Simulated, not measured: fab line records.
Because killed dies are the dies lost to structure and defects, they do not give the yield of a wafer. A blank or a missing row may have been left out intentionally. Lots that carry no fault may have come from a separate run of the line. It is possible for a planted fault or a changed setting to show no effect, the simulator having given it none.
Struck lot and sound lot, side by side    flow rit_cmos    17 steps out of a route of 202
Sound: these wafers, L792.3, L792.4, L792.6. Wafers struck: L800.2, L800.3, L800.4. Last of all comes the cause.
Each step with rows lists, per side, the tool, then ch with its chambers, then its first start. Under that, the readings that differ: sound wafers    struck wafers    difference of the means    sigmas: that difference in standard deviations of wafers without a fault.
alike: words and numbers the same on both sides, and readings whose means are apart by under 2 such deviations; not compared: readings that were withheld, readings missing a value for some wafer, numbers with overlapping values and no deviation given by the record, and bounds like >300 which may hide the same value.
Wherever a step has rows on one side only, a row that says differs or no value, or a row with sigmas, the two part there. Numbers that don't overlap but have no deviation are shown without sigmas and don't part them. A reading missing from all wafers of one side parts the sides only when that side holds two or more wafers.

RIT_PWELL_TW_MEAS_10:
  sound on film_metro-01, day 3 11:37; struck on film_metro-01, day 5 02:40
  alike: PWELL_TW
then, 1 step without rows for these wafers: RIT_WELLDRIVE_ANNEAL_00 (time 14700 s).
RIT_WELLDRIVE_RS_MEAS_01: measures by four-point-probe.
  sound on film_metro-03, day 3 17:06; struck on film_metro-01, day 5 08:35
  alike: NWELL_RS
RIT_WELLDRIVE_RS_MEAS_02: measures by four-point-probe.
  sound on film_metro-03, day 3 17:13; struck on film_metro-01, day 5 08:43
  alike: PWELL_RS
then, 6 steps without rows for these wafers: RIT_NRETRO_HMDS_00 (prime time 60 s); RIT_NRETRO_COAT_01 (resist thk 1300 nm); RIT_NRETRO_SOFTBAKE_02 (time 60 s); RIT_NRETRO_EXPOSE_03 (exposes mask M4, target cd 43900 nm); RIT_NRETRO_PEB_04; RIT_NRETRO_DEVELOP_05 (develop time 68 s).
RIT_NRETRO_OVL_MEAS_06:
  sound on overlay-01, day 3 18:12; struck on overlay-01, day 5 09:49
  alike: NRETRO_OVL
then, 1 step without rows for these wafers: RIT_NRETRO_HARDBAKE_07 (time 120 s).
RIT_NRETRO_IMPLANT_08:
  sound on implanter-02 ch 0, day 3 18:34; struck on implanter-03 ch 0, day 5 10:07
reading                    sound                 struck                difference  sigmas
beam_energy_keV            69.998 70.002 70.007  79.090 79.091 79.092  +9.089      +99 or more
model.implant.rp_nm (nm)   84.7 84.7 84.7        93.03 93.03 93.03     +8.33       
model.implant.drp_nm (nm)  33.94 33.94 33.94     37.58 37.58 37.58     +3.64       
RIT_NRETRO_STRIP_09: strips in O2, time 180 s.
  sound on plasma_asher-04 ch 0,1, day 3 18:44; struck on plasma_asher-04 ch 0,1, day 5 10:15
  alike: drypump_motor_current_A
  not compared: rf_hours_counter_h
RIT_NRETRO_TW_MEAS_10:
  sound on film_metro-02, day 3 18:52; struck on film_metro-03, day 5 10:26
reading    sound           struck          difference  sigmas
NRETRO_TW  1052 1049 1050  1095 1095 1090  +43         +7
then, 1 step without rows for these wafers: RIT_PRETRO_HMDS_00 (prime time 60 s).
RIT_M1_PROBE_99:
  sound on prober-02, day 5 02:31; struck on prober-02, day 6 15:31
reading                           sound                    struck                   difference  sigmas
model.etest.pmos_narrow.vt_v (V)  -0.5095 -0.4955 -0.5014  -0.4825 -0.4885 -0.4854  +0.0167     
  alike: killed_at_contacts, killed_at_front_end, killed_dies, killed_open, killed_short
  not compared: model.etest.cap_p_gate.c_min_ff_um2

== WHERE THEY PART ==
First at RIT_NRETRO_IMPLANT_08; last, within this record, at RIT_NRETRO_TW_MEAS_10. Later steps at which nothing parts them and some readings are alike: RIT_M1_PROBE_99.

WHY: the cause the simulator had injected
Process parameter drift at RIT_NRETRO_IMPLANT_08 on implanter-03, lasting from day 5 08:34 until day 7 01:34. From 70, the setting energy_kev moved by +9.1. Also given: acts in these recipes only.
